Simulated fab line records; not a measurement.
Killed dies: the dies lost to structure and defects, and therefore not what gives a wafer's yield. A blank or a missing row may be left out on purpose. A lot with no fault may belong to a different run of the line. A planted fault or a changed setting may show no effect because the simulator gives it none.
Which tool is to blame? | flow berkeleyCmos170 | 14 lots with 42 wafers sampled at 4 steps, on a route of 331 steps

WHAT THE GAUGES READ, wafer by wafer
UCB170_FIELD_THK_MEAS_02.
lot  | measured    | on           | FIELD_OXIDE_THK (nm)
L494 | day 4 13:11 | filmMetro-03 | 570 573 574
L495 | day 4 13:11 | filmMetro-04 | 573 562 563
L497 | day 5 02:52 | filmMetro-04 | 540 558 548
L496 | day 5 02:53 | filmMetro-03 | 550 565 558
L498 | day 5 14:13 | filmMetro-02 | 551 550 555
L500 | day 5 23:17 | filmMetro-04 | 550 554 551
L502 | day 6 11:28 | filmMetro-02 | 551 548 552
L503 | day 6 11:28 | filmMetro-04 | 542 545 546
L505 | day 7 00:16 | filmMetro-04 | 574 576 580
L509 | day 7 19:28 | filmMetro-04 | 562 574 578
L510 | day 8 01:22 | filmMetro-03 | 557 564 550
L513 | day 8 19:40 | filmMetro-02 | 565 561 567
L514 | day 9 03:05 | filmMetro-04 | 547 551 544
L515 | day 9 03:05 | filmMetro-03 | 546 547 538

UCB170_V1_BOW_MEAS_03.
lot  | measured     | on           | V1_BOW (um)
L494 | day 7 04:22  | filmMetro-02 | 24 10 12
L495 | day 7 04:04  | filmMetro-02 | 27 19 22
L497 | day 7 20:20  | filmMetro-03 | 20 16 26
L496 | day 7 20:25  | filmMetro-01 | 11 19 11
L498 | day 8 10:45  | filmMetro-03 | 12 21 23
L500 | day 8 18:30  | filmMetro-02 | 23 20 12
L502 | day 9 08:32  | filmMetro-02 | 16 21 5
L503 | day 9 08:34  | filmMetro-03 | 21 23 15
L505 | day 9 17:42  | filmMetro-01 | 21 16 14
L509 | day 10 09:33 | filmMetro-03 | 20 24 25
L510 | day 10 21:52 | filmMetro-03 | 12 0 28
L513 | day 11 14:40 | filmMetro-02 | 16 18 18
L514 | day 12 01:06 | filmMetro-02 | 12 14 22
L515 | day 12 01:06 | filmMetro-03 | 19 11 15

TOOL THAT RAN EACH LOT (tool first, then ch and the chambers of the sampled wafers, then the start)
lot  | UCB170_PLDD_DEVELOP_05           | UCB170_CONTACT_RTA_08
L494 | lithoTrack-03 ch 0, day 6 01:00  | rtpAnneal-01 ch 0, day 6 19:31
L495 | lithoTrack-03 ch 0, day 6 01:00  | rtpAnneal-02 ch 0, day 6 17:43
L497 | lithoTrack-04 ch 0, day 6 16:00  | rtpAnneal-02 ch 0, day 7 09:41
L496 | lithoTrack-04 ch 0, day 6 16:00  | rtpAnneal-01 ch 0, day 7 11:58
L498 | lithoTrack-04 ch 0, day 7 06:00  | rtpAnneal-02 ch 0, day 7 23:37
L500 | lithoTrack-03 ch 0, day 7 17:00  | rtpAnneal-02 ch 0, day 8 11:16
L502 | lithoTrack-04 ch 0, day 8 08:00  | rtpAnneal-01 ch 0, day 9 01:17
L503 | lithoTrack-01 ch 0, day 8 08:00  | rtpAnneal-02 ch 0, day 9 01:42
L505 | lithoTrack-01 ch 0, day 8 16:00  | rtpAnneal-01 ch 0, day 9 09:54
L509 | lithoTrack-01 ch 0, day 9 09:00  | rtpAnneal-02 ch 0, day 10 02:02
L510 | lithoTrack-01 ch 0, day 9 18:00  | rtpAnneal-01 ch 0, day 10 14:02
L513 | lithoTrack-04 ch 0, day 10 10:00 | rtpAnneal-02 ch 0, day 11 05:49
L514 | lithoTrack-03 ch 0, day 10 21:00 | rtpAnneal-01 ch 0, day 11 14:52
L515 | lithoTrack-03 ch 0, day 10 20:00 | rtpAnneal-02 ch 0, day 11 15:10
- UCB170_PLDD_DEVELOP_05: develop time 45 s.
- UCB170_CONTACT_RTA_08: time 10 s.

AS READ BY THE TOOLS THEMSELVES (means over the sampled wafers that have a number; for cases with no such wafer, the mark the record gives instead)
UCB170_PLDD_DEVELOP_05.
lot  | tool          | developerTempC (C)
L494 | lithoTrack-03 | 20.92
L495 | lithoTrack-03 | 20.91
L497 | lithoTrack-04 | 20.97
L496 | lithoTrack-04 | 20.99
L498 | lithoTrack-04 | 20.88
L500 | lithoTrack-03 | 20.95
L502 | lithoTrack-04 | 21.00
L503 | lithoTrack-01 | 21.13
L505 | lithoTrack-01 | 20.91
L509 | lithoTrack-01 | 21.83
L510 | lithoTrack-01 | 21.71
L513 | lithoTrack-04 | 20.94
L514 | lithoTrack-03 | 20.96
L515 | lithoTrack-03 | 21.00

UCB170_CONTACT_RTA_08.
lot  | tool         | lampPowerPct (%) | wafer_temp_C_max
L494 | rtpAnneal-01 | 25.96            | 903.4
L495 | rtpAnneal-02 | 25.84            | 904.2
L497 | rtpAnneal-02 | 25.87            | 904.6
L496 | rtpAnneal-01 | 25.93            | 903.2
L498 | rtpAnneal-02 | 25.85            | 904.9
L500 | rtpAnneal-02 | 25.83            | 904.9
L502 | rtpAnneal-01 | 25.93            | 903.5
L503 | rtpAnneal-02 | 25.84            | 904.3
L505 | rtpAnneal-01 | 25.93            | 902.8
L509 | rtpAnneal-02 | 25.86            | 904.5
L510 | rtpAnneal-01 | 25.92            | 903.5
L513 | rtpAnneal-02 | 25.85            | 905.3
L514 | rtpAnneal-01 | 25.94            | 902.4
L515 | rtpAnneal-02 | 25.85            | 904.6

THE ANSWER, worked out from the rows above alone
Rule: usual is defined by the lots themselves. The widest of any qualifying gaps counts: lots, ordered by their means at a reading, are off when they make up no more than a third of the lots, leave a main group of 4 or more, and stand apart from it by 3 or more times the standard deviation of that group's means. A main group is skipped when, at the precision printed for the reading in the tables above, its means are all equal. Also off: a lot with no number at a reading for which 4 or more lots have one. The other lots that the step has rows for count as sound. Order of review: gauges by route order, followed by the tools' own readings, for which a lot's mean as printed above is used. At the first step where some lot is off, the reading lying furthest off is the one used; lots without a number count as furthest.
Off at UCB170_PLDD_DEVELOP_05 (developerTempC): L509, L510. For the main group the mean is 20.96 C and the standard deviation 0.062.
If a tool, at that step or one of the process steps before it, ran each lot that is off and ran no sound lot following the first of them, it fits. One fits: UCB170_PLDD_DEVELOP_05 on lithoTrack-01. Its last sound lot is L505 (day 8 16:00), its first lot that is off L509 (day 9 09:00): a fault that began between those two fits.
On the lots that are off, the tool's own readings at UCB170_PLDD_DEVELOP_05 differ by more than 5 times the standard deviation of the sound lots' means, which bears it out; developerTempC reads 21.77 C there versus 20.96 C on the sound lots.

WHAT THE SIMULATOR PUT IN
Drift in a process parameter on lithoTrack-01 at UCB170_PLDD_DEVELOP_05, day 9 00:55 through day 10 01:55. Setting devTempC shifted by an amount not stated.
Shown lots that were struck: L509, L510. The rule above reached the same finding.
